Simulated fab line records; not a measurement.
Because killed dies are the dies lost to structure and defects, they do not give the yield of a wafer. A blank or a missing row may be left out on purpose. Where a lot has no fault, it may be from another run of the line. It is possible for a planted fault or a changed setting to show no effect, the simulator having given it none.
Comparing a struck lot with a sound one -- flow rit cmos -- 16 out of 202 route steps
Sound: wafers L571.2, L571.4, L571.6. Struck: wafers L580.3, L580.4, L580.5. The cause is given at the end.
For every step that has rows: the tool of each side, followed by ch and its chambers, followed by its first start. Under that, the readings that differ: sound wafers -- struck wafers -- difference of the means -- sigmas: that difference in standard deviations of wafers without a fault.
alike: same words and numbers on both sides, and readings whose means sit less than 2 such deviations apart. not compared: any withheld reading, any reading some wafer has no value for, any bound like >300 that may hide the same value, and any number with overlapping values for which the record gives no deviation.
A row with sigmas, a row that says differs or no value, or rows on one side alone: a step with any of these is where the two part. When numbers do not overlap yet have no deviation, they are printed without sigmas and do not part them. Lack of a reading on every wafer of one side parts them only where that side has two or more wafers.

first, 1 step without rows for these wafers: RIT_PSD_IMPLANT_08.
RIT_PSD_STRIP_09: strips in O2, time 180 s.
  sound on plasma asher-02 ch 1, day 4 14:26; struck on plasma asher-02 ch 0,1, day 6 20:14
  alike: chamber pressure mTorr, drypump motor current A
  not compared: rf hours counter h
RIT_PSD_TW_MEAS_10:
  sound on film metro-01 at day 4 14:37; struck on film metro-02 at day 6 20:22
reading,sound,struck,difference,sigmas
PSD_TW,3397 3390 3379,3490 3473 3483,+93,+3
then, 3 steps without rows for these wafers: RIT_SDANNEAL_CLEAN_00 (cleans in SC1, time 600 s); RIT_SDANNEAL_CLEAN_01 (cleans in dHF, time 30 s); RIT_SDANNEAL_CLEAN_02 (cleans in SC2, time 600 s).
RIT_SDANNEAL_RTA_03: time 5 s.
  sound on rtp anneal-02 ch 0, day 4 15:02; struck on rtp anneal-01 ch 0, day 6 20:47
reading,sound,struck,difference,sigmas
wafer_temp_C_max,1057.5 1056.0 1054.1,1052.3 1056.5 1051.3,-2.5,-2
RIT_SDANNEAL_RS_MEAS_04: uses a four-point probe to measure.
  sound on film metro-03 at day 4 15:07; struck on film metro-01 at day 6 20:52
  alike: PSD_RS
RIT_SDANNEAL_RS_MEAS_05: uses a four-point probe to measure.
  sound on film metro-03 at day 4 15:14; struck on film metro-01 at day 6 20:59
  alike: NSD_RS
RIT_SDANNEAL_RS_MEAS_06: uses a four-point probe to measure.
  sound on film metro-03 at day 4 15:21; struck on film metro-01 at day 6 21:07
  alike: PLDD_RS
RIT_SDANNEAL_RS_MEAS_07: uses a four-point probe to measure.
  sound on film metro-03 at day 4 15:28; struck on film metro-01 at day 6 21:14
  alike: NLDD_RS
then, 1 step without rows for these wafers: RIT_SILICIDE_WET_ETCH_00 (etches SiO2 in BOE, target depth 14 nm, time 15 s).
RIT_SILICIDE_SPUTTER_01: material Ti, target thk 30 nm, time 240 s.
  sound on pvd sputter-04 at day 4 15:35; struck on pvd sputter-01 at day 6 21:38
  alike: throttle valve pct
RIT_SILICIDE_RS_MEAS_02: uses a four-point probe to measure.
  sound on film metro-04 at day 4 15:45; struck on film metro-03 at day 6 22:07
reading,sound,struck,difference,sigmas
SILICIDE_TI_RS (ohm/sq),48.0 48.9 48.6,20.8 20.7 20.7,-27.8,-44
RIT_SILICIDE_THK_MEAS_03: measures by xrf.
  sound on film metro-04 at day 4 15:52; struck on film metro-03 at day 6 23:39
reading,sound,struck,difference,sigmas
SILICIDE_TI_THK (nm),30.2 29.7 29.9,58.7 59.1 59.3,+29.1,+81
RIT_M1_PROBE_99:
  sound wafers here have rows in the record (prober-02, day 4 23:00); struck ones have none

== WHERE THEY PART ==
Last at RIT_M1_PROBE_99 as far as this record goes, first at RIT_PSD_TW_MEAS_10.

WHY: the cause the simulator had injected
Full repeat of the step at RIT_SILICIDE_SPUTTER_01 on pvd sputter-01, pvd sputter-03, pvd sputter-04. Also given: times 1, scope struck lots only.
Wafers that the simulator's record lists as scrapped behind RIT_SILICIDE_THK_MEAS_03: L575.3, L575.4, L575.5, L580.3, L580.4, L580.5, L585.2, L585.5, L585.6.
